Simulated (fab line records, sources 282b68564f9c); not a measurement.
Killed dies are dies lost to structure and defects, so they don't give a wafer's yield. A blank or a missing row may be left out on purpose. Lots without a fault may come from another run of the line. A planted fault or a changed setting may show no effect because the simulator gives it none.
A struck lot beside a sound one | flow rit_cmos | 23 steps out of a route of 202
Sound: wafers L185.1, L185.3, L185.6. Struck: wafers L192.1, L192.4, L192.6. The cause comes at the end.
At each step with rows: each side's tool, then ch and its chambers, then its first start. Under that, the readings that differ: sound wafers | struck wafers | difference of the means | sigmas: that difference in standard deviations of wafers without a fault.
alike: readings whose means differ by less than 2 such deviations, and words and numbers that are the same on both sides. not compared: withheld readings, readings that some wafer has no value for, bounds like >300 that may hide the same value, and numbers for which the record gives no deviation and whose values overlap.
The two part at a step that has a row with sigmas, a row that says differs or no value, or rows on one side only. Numbers that don't overlap but have no deviation are shown without sigmas and don't part them. A reading that every wafer of one side lacks parts them only if that side has two wafers or more.

RIT_SDANNEAL_RS_MEAS_06: measures by four-point-probe.
  sound on film_metro-04, day 3 23:17; struck on film_metro-02, day 5 08:25
  alike: PLDD_RS
RIT_SDANNEAL_RS_MEAS_07: measures by four-point-probe.
  sound on film_metro-04, day 3 23:25; struck on film_metro-02, day 5 08:32
  alike: NLDD_RS
then, 1 step without rows for these wafers: RIT_SILICIDE_WET_ETCH_00 (etches SiO2 in BOE, target depth 14 nm, time 15 s).
RIT_SILICIDE_SPUTTER_01: material Ti, target thk 30 nm, time 240 s.
  sound on pvd_sputter-01, day 3 23:33; struck on pvd_sputter-02, day 5 08:40
  alike: throttle_valve_pct
RIT_SILICIDE_RS_MEAS_02: measures by four-point-probe.
  sound on film_metro-03, day 3 23:42; struck on film_metro-03, day 5 08:49
  alike: SILICIDE_TI_RS
RIT_SILICIDE_THK_MEAS_03: measures by xrf.
  sound on film_metro-03, day 3 23:49; struck on film_metro-03, day 5 08:56
  alike: SILICIDE_TI_THK
RIT_SILICIDE_RTA_04: time 10 s, ramp up 5 s, ramp down 5 s.
  sound on rtp_anneal-01 ch 0, day 3 23:53; struck on rtp_anneal-02 ch 0, day 5 09:00
  alike: wafer_temp_C_max
then, 1 step without rows for these wafers: RIT_SILICIDE_WET_ETCH_05 (etches Ti in SPM, time 120 s).
RIT_SILICIDE_RTA_06: time 10 s, ramp up 5 s, ramp down 10 s.
  sound on rtp_anneal-02 ch 0, day 3 23:59; struck on rtp_anneal-01 ch 0, day 5 09:07
  alike: wafer_temp_C_max
RIT_CONTACT_CVD_00: deposits SiO2 from TEOS, target thk 400 nm, time 61 s.
  sound on pecvd-01 ch 0,1,2, day 4 00:03; struck on pecvd-04 ch 0,1, day 5 09:10
  alike: heater_power_w, rf_fwd_power_W
RIT_CONTACT_THK_MEAS_01:
  sound on film_metro-02, day 4 00:06; struck on film_metro-04, day 5 09:15
  alike: CONTACT_TEOS_THK
then, 1 step without rows for these wafers: RIT_CONTACT_HMDS_02 (prime time 60 s).
RIT_CONTACT_COAT_03: resist thk 1000 nm.
  sound on litho_track-03 ch 0, day 4 00:19; struck on litho_track-02 ch 0, day 5 09:28
  reading                                      | sound                | struck               | difference | sigmas
  spin_speed_rpm (rpm)                         | 3246.7 3252.0 3249.5 | 3906.1 3902.0 3905.9 | +655.3     | +99 or more
  model.NOVOLAK_of_CONTACT_COAT_03.thk_nm (nm) | 997 998.7 999.9      | 913 912.2 912.1      | -86        |
  alike: chill_plate_temp_C
then, 3 steps without rows for these wafers: RIT_CONTACT_SOFTBAKE_04 (time 60 s); RIT_CONTACT_EXPOSE_05 (exposes mask M11, target cd 1000 nm); RIT_CONTACT_PEB_06.
RIT_CONTACT_DEVELOP_07: develop time 120 s.
  sound on litho_track-02 ch 0; struck on litho_track-03 ch 0
  reading                  | sound          | struck         | difference | sigmas
  model.CONTACT.cd_nm (nm) | 1002 1003 1002 | 1013 1010 1010 | +9         |
  alike: chill_plate_temp_C
RIT_CONTACT_CD_MEAS_08: target cd 1000 nm.
  sound on cd_sem-02, day 4 01:08; struck on cd_sem-02, day 5 10:22
  reading    | sound                | struck               | difference | sigmas
  cd_nm (nm) | 1001.9 1002.4 1002.4 | 1012.9 1010.3 1010.0 | +8.8       | +4
RIT_CONTACT_OVL_MEAS_09:
  sound on overlay-02, day 4 01:15; struck on overlay-02, day 5 10:29
  alike: CONTACT_OVL
then, 1 step without rows for these wafers: RIT_CONTACT_HARDBAKE_10 (time 60 s).
RIT_CONTACT_ETCH_11: etches SiO2 in CHF3/CF4/Ar, stops on TiSi2, target depth 480 nm, time 320 s.
  sound on rie_diel-04 ch 0,1, day 4 01:26; struck on rie_diel-01 ch 0,3, day 5 10:41
  reading                                      | sound             | struck            | difference | sigmas
  model.NOVOLAK_of_CONTACT_COAT_03.thk_nm (nm) | 764.3 769.4 771.3 | 694.7 694.1 694.2 | -74.0      |
  model.CONTACT.cd_nm (nm)                     | 1002 1003 1003    | 1013 1010 1010    | +8         |
  alike: O2_flow_sccm, drypump_motor_current_A, oes_product_au, rf_fwd_power_W, throttle_valve_pct
  not compared: rf_hours_counter_h
RIT_CONTACT_STRIP_12: strips in O2, time 180 s.
  sound on plasma_asher-01 ch 0,1, day 4 01:38; struck on plasma_asher-01 ch 0,1, day 5 10:52
  alike: drypump_motor_current_A
  not compared: rf_hours_counter_h
RIT_M1_PROBE_99:
  sound on prober-02, day 4 06:25; struck on prober-01, day 5 16:06
  alike: killed_at_contacts, killed_at_front_end, killed_dies, killed_open, killed_short

WHERE THEY PART
First at RIT_CONTACT_COAT_03; last, within this record, at RIT_CONTACT_CD_MEAS_08. Later steps at which nothing parts them and some readings are alike: RIT_CONTACT_OVL_MEAS_09, RIT_CONTACT_ETCH_11, RIT_CONTACT_STRIP_12, RIT_M1_PROBE_99.

WHY: what the simulator had put in
Process parameter drift: litho_track-02, from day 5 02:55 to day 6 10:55, at RIT_CONTACT_COAT_03. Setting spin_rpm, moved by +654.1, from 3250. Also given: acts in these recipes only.
